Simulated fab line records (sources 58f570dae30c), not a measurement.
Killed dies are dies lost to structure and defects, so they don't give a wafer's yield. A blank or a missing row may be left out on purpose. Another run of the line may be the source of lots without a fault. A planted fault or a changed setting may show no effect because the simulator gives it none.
Which tool did it?	flow berkeley-cmos170	Sampling: 13 lots, 39 wafers, 4 of 331 route steps

WHAT THE GAUGES SHOWED, per wafer
UCB170_M3_THK_MEAS_03: measures by xrf. Usual: M3_AL_THK typically reads 936 nm, with standard deviation 10.
lot	measured	on	M3_AL_THK (nm)	flag
L771	day 7 00:30	film-metro-01	930 933 951	
L773	day 8 05:19	film-metro-03	930 936 931	
L774	day 8 05:57	film-metro-01	938 935 927	
L775	day 8 05:49	film-metro-03	937 933 939	
L777	day 9 02:25	film-metro-03	936 933 930	
L783	day 10 16:26	film-metro-01	956 944 950	
L786	day 10 17:59	film-metro-02	924 926 929	
L787	day 11 02:12	film-metro-01	934 940 935	
L789	day 11 17:46	film-metro-01	936 920 927	
L790	day 11 17:28	film-metro-03	928 936 937	
L794	day 12 01:04	film-metro-03	920 924 919	
L793	day 12 02:06	film-metro-01	946 955 952	
L792	day 12 05:09	film-metro-01	935 938 939	

TOOL THAT RAN EACH LOT (tool first, then ch and the chambers of the sampled wafers, then the start)
lot	UCB170_M1_METAL_ETCH_12	UCB170_V2_ETCH_14	UCB170_V2_STRIP_15
L771	rie-metal-01 ch 0,1, day 6 07:05	rie-diel-04 ch 0,2,3, day 6 23:49	plasma-asher-02 ch 0,1, day 7 00:00
L773	rie-metal-04 ch 1, day 7 12:16	rie-diel-02 ch 0,2,3, day 8 04:38	plasma-asher-02 ch 0,1, day 8 04:49
L774	rie-metal-01 ch 1, day 7 16:17	rie-diel-02 ch 0,2,3, day 8 05:16	plasma-asher-02 ch 0,1, day 8 05:26
L775	rie-metal-03 ch 0,1, day 7 16:34	rie-diel-03 ch 0,1,2, day 8 05:09	plasma-asher-03 ch 0,1, day 8 05:19
L777	rie-metal-03 ch 0,1, day 8 07:37	rie-diel-03 ch 2, day 9 01:39	plasma-asher-01 ch 0,1, day 9 01:55
L783	rie-metal-03 ch 0,1, day 10 04:56	rie-diel-02 ch 0,2,3, day 10 15:41	plasma-asher-02 ch 0,1, day 10 15:52
L786	rie-metal-01 ch 0,1, day 10 05:50	rie-diel-04 ch 1,2,3, day 10 17:17	plasma-asher-02 ch 0,1, day 10 17:28
L787	rie-metal-04 ch 0,1, day 10 10:37	rie-diel-04 ch 0,1,3, day 11 01:36	plasma-asher-03 ch 0,1, day 11 01:43
L789	rie-metal-01 ch 0, day 11 04:16	rie-diel-03 ch 2,3, day 11 17:05	plasma-asher-01 ch 0,1, day 11 17:16
L790	rie-metal-04 ch 0,1, day 11 04:50	rie-diel-04 ch 1,2,3, day 11 16:47	plasma-asher-03 ch 0,1, day 11 16:58
L794	rie-metal-01 ch 0,1, day 11 11:47	rie-diel-04 ch 0,1,2, day 12 00:22	plasma-asher-03 ch 0,1, day 12 00:35
L793	rie-metal-04 ch 0,1, day 11 13:48	rie-diel-02 ch 0,1,2, day 12 01:24	plasma-asher-01 ch 0,1, day 12 01:35
L792	rie-metal-01 ch 0, day 11 16:26	rie-diel-04 ch 0,1,2, day 12 04:29	plasma-asher-01 ch 1, day 12 04:40
- UCB170_M1_METAL_ETCH_12: etches Al in Cl2/BCl3, stops on PSG, target depth 780 nm, time 130 s.
- UCB170_V2_ETCH_14: etches SiO2 in CHF3/CF4/Ar, stops on Al, target depth 1250 nm, time 291 s.
- UCB170_V2_STRIP_15: strips in O2.

WHAT THE TOOLS THEMSELVES READ (means of the sampled wafers that have a number; where no wafer has one, the mark that the record gives instead)
UCB170_M1_METAL_ETCH_12. Usual: bias-w 119.9 W, standard deviation 0.33; chamber-pressure-mTorr 12.000 mTorr, standard deviation 0.011; drypump-motor-current-A 6.0 A, standard deviation 0.48; mfc-cl2-sccm 90.00 sccm, standard deviation 0.27; oes-product-au 0.855 a.u., standard deviation 0.019; throttle-valve-pct 24.32 %, standard deviation 0.18.
lot	tool	bias-w (W)	chamber-pressure-mTorr (mTorr)	drypump-motor-current-A (A)	mfc-cl2-sccm (sccm)	oes-product-au (a.u.)	throttle-valve-pct (%)	flag
L771	rie-metal-01	120.6	11.998	5.8	90.11	0.863	24.32	
L773	rie-metal-04	120.1	12.004	6.6	89.61	0.836	24.14	
L774	rie-metal-01	119.9	12.001	6.0	90.02	0.854	24.19	
L775	rie-metal-03	119.9	11.990	6.2	90.05	0.844	24.44	
L777	rie-metal-03	119.8	11.999	6.1	90.29	0.842	24.44	
L783	rie-metal-03	119.7	11.999	6.2	89.88	0.852	24.43	
L786	rie-metal-01	120.1	12.000	5.6	89.89	0.873	24.45	
L787	rie-metal-04	119.9	12.010	6.1	90.17	0.864	24.23	
L789	rie-metal-01	120.3	11.997	5.4	90.03	0.866	24.58	
L790	rie-metal-04	119.8	11.995	6.1	89.71	0.875	24.23	
L794	rie-metal-01	120.0	12.006	5.6	90.01	0.867	24.44	
L793	rie-metal-04	120.2	11.991	6.3	90.18	0.854	24.16	
L792	rie-metal-01	120.3	11.993	5.4	90.04	0.860	24.57	

UCB170_V2_ETCH_14. Usual: chamber-pressure-mTorr 199.99 mTorr, standard deviation 0.18; drypump-motor-current-A 5.8 A, standard deviation 0.41; oes-product-au 0.870 a.u., standard deviation 0.017; throttle-valve-pct 6.97 %, standard deviation 0.1.
lot	tool	chamber-pressure-mTorr (mTorr)	drypump-motor-current-A (A)	oes-product-au (a.u.)	throttle-valve-pct (%)	flag
L771	rie-diel-04	200.03	5.4	0.867	6.93	
L773	rie-diel-02	200.22	5.9	0.863	7.00	
L774	rie-diel-02	199.91	5.9	0.862	7.01	
L775	rie-diel-03	199.89	5.9	0.881	6.95	
L777	rie-diel-03	199.72	5.6	0.855	6.84	
L783	rie-diel-02	199.95	5.9	0.871	7.02	
L786	rie-diel-04	199.93	5.6	0.870	6.93	
L787	rie-diel-04	199.94	5.4	0.866	6.89	
L789	rie-diel-03	200.10	5.9	0.873	6.89	
L790	rie-diel-04	199.96	5.6	0.869	6.93	
L794	rie-diel-04	200.08	5.6	0.859	6.98	
L793	rie-diel-02	199.98	6.0	0.858	7.07	
L792	rie-diel-04	200.11	5.6	0.856	6.98	

UCB170_V2_STRIP_15. Usual: chamber-pressure-mTorr 3500 mTorr, standard deviation 3.5; drypump-motor-current-A 5.7 A, standard deviation 0.54; o2-flow-sccm 400.0 sccm, standard deviation 1.3; oes-product-au 0.722 a.u., standard deviation 0.0044; strip-time-to-endpoint-s 15.32 s, standard deviation 0.099.
lot	tool	chamber-pressure-mTorr (mTorr)	drypump-motor-current-A (A)	o2-flow-sccm (sccm)	oes-product-au (a.u.)	strip-time-to-endpoint-s (s)	flag
L771	plasma-asher-02	3502	6.0	400.2	0.720	15.38	
L773	plasma-asher-02	3499	6.0	400.8	0.724	15.21	
L774	plasma-asher-02	3504	6.0	401.3	0.721	15.20	
L775	plasma-asher-03	3499	5.1	401.3	0.723	15.43	
L777	plasma-asher-01	3498	6.2	400.0	0.720	15.38	
L783	plasma-asher-02	3502	6.0	400.0	0.723	15.26	
L786	plasma-asher-02	3501	6.1	399.2	0.722	15.42	
L787	plasma-asher-03	3502	5.1	399.5	0.720	15.28	
L789	plasma-asher-01	3500	5.9	400.5	0.724	15.42	
L790	plasma-asher-03	3501	5.1	400.3	0.728	15.38	
L794	plasma-asher-03	3500	5.1	400.7	0.721	15.28	
L793	plasma-asher-01	3502	5.9	400.7	0.723	15.25	
L792	plasma-asher-01	3500	5.6	398.8	0.723	15.36	

THE ANSWER, worked out from the rows above alone
Rule: take the mean of a lot's wafers that have a number; if it is more than 3 standard deviations from the usual mean, the lot is off. Also off: a lot with no number at a reading for which 4 or more lots have one. Where the step has rows for the other lots, those lots are counted as sound. After the gauges, taken in route order, come the tools' own readings; for these a lot's mean is taken, as printed above. The first step at which some lot is off is used, and at that step the reading that is off furthest; a lot without a number counts as furthest.
No lot is off on any of the readings shown, so nothing can be concluded from this.

WHAT WAS PUT IN BY THE SIMULATOR
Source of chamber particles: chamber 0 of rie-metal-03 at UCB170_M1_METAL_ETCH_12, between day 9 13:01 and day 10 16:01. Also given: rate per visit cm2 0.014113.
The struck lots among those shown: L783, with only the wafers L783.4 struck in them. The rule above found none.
